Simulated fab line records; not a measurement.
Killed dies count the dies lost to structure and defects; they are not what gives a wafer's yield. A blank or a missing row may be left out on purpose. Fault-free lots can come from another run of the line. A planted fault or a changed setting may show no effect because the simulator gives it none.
Split-lot study    flow berkeley-cmos170    23 wafers read from 5 lots, route of 331 steps

## THE SPLIT
At UCB170_M1_EXPOSE_06 (exposes mask METAL1, target cd 700 nm), the setting dose-mj was moved away from the recipe's 21 on 11 of the 23 wafers read, by -6.7% to +4.2%. For the rest of the wafers, this setting stayed at what the recipe calls for.

## FROM THE SPLIT TO THE READING: what the file shows between them, 2 steps
- UCB170_M1_PEB_07
- UCB170_M1_DEVELOP_08: develop time 45 s

## THE READING
cd-nm, in nm, at UCB170_M1_CD_MEAS_09 (target cd 700 nm). Fault-free wafers of this fab line usually give 700.2 nm, standard deviation 1.5 nm.

wafer   tool, chamber at the split  dose-mj as run  against the recipe  cd-nm, nm  against lot-mates on the recipe
L078.1  krf-scanner-02, 0           21              recipe              702.0      -
L078.3  krf-scanner-02, 0           21.89           +4.2%               693.9      -7.0
L078.4  krf-scanner-02, 0           21              recipe              700.3      -
L078.5  krf-scanner-02, 0           21.89           +4.2%               692.9      -8.0
L078.6  krf-scanner-02, 0           21              recipe              700.5      -
L079.1  krf-scanner-02, 0           20.46           -2.6%               705.1      +4.1
L079.2  krf-scanner-02, 0           21              recipe              700.6      -
L079.3  krf-scanner-02, 0           21              recipe              701.4      -
L079.4  krf-scanner-02, 0           20.46           -2.6%               704.5      +3.5
L079.5  krf-scanner-02, 0           20.46           -2.6%               705.2      +4.2
L081.2  krf-scanner-02, 0           21              recipe              701.1      -
L081.3  krf-scanner-02, 0           19.6            -6.7%               714.3      +13.4
L081.4  krf-scanner-02, 0           19.6            -6.7%               714.0      +13.1
L081.5  krf-scanner-02, 0           21              recipe              700.6      -
L081.6  krf-scanner-02, 0           19.6            -6.7%               714.4      +13.5
L080.1  krf-scanner-01, 0           21              recipe              699.6      -
L080.4  krf-scanner-01, 0           21              recipe              702.4      -
L080.6  krf-scanner-01, 0           21              recipe              701.1      -
L083.1  krf-scanner-01, 0           21              recipe              699.1      -
L083.3  krf-scanner-01, 0           20.19           -3.9%               706.1      +6.6
L083.4  krf-scanner-01, 0           20.19           -3.9%               706.6      +7.1
L083.5  krf-scanner-01, 0           21              recipe              699.8      -
L083.6  krf-scanner-01, 0           20.19           -3.9%               707.5      +8.0

THE FIT
A straight line over all 23 wafers: cd-nm changes by -1.86 nm for each +1% of dose-mj; r = -0.98; the points scatter about the line by 1 nm.
The same after taking each lot's own level away (the mean of its wafers on the recipe; 23 wafers): -1.91 nm for each +1%; r = -0.99; scatter 0.79 nm.
On that fit, the largest move of dose-mj shifts the reading by 13 nm.
From 699.45 to 701.03 nm: that is the span of the lots' own levels, equal to 1.1 times the standard deviation above.
Consequently the slope shifts little with the lot-to-lot level, the two slopes agreeing.
Check: +12.6 nm against its lot-mates is what the line predicts for one of the wafers moved furthest among these (-6.7%) when that wafer is left out of the fit. It came out at +13.4 nm against them.

## OTHER SPLITS APPLIED TO THESE WAFERS
Note: prior to the reading, these wafers also went through further splits. Each is held against what the fit with the lots' levels taken away leaves over:
other split on the same wafers        wafers away from the commonest value  r with cd-nm (lot level and that fit taken away)
UCB170_NSD_COAT_01 resist-thk-nm      5                                     +0.11
UCB170_SILICIDE_SPUTTER_01 power-w    8                                     +0.04
UCB170_CONTACT_COAT_04 resist-thk-nm  7                                     +0.23

## THE WHOLE CHAIN: every reading that the file lists as answering this split, in the file's order
step                  what it does          reading                                                    change (the file's fit)               r (the file's)
UCB170_M1_CD_MEAS_09  target cd 700 nm      cd-nm                                                      -1.9 nm for each +1% of the setting   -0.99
UCB170_M1_ETCH_11     etches BARC in N2/H2  M1.cd-nm (the simulator's own value, which no gauge read)  -1.86 nm for each +1% of the setting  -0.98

## FILE'S OWN FIT
cd-nm changes by -1.9 nm for each +1% of dose-mj, r = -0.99.
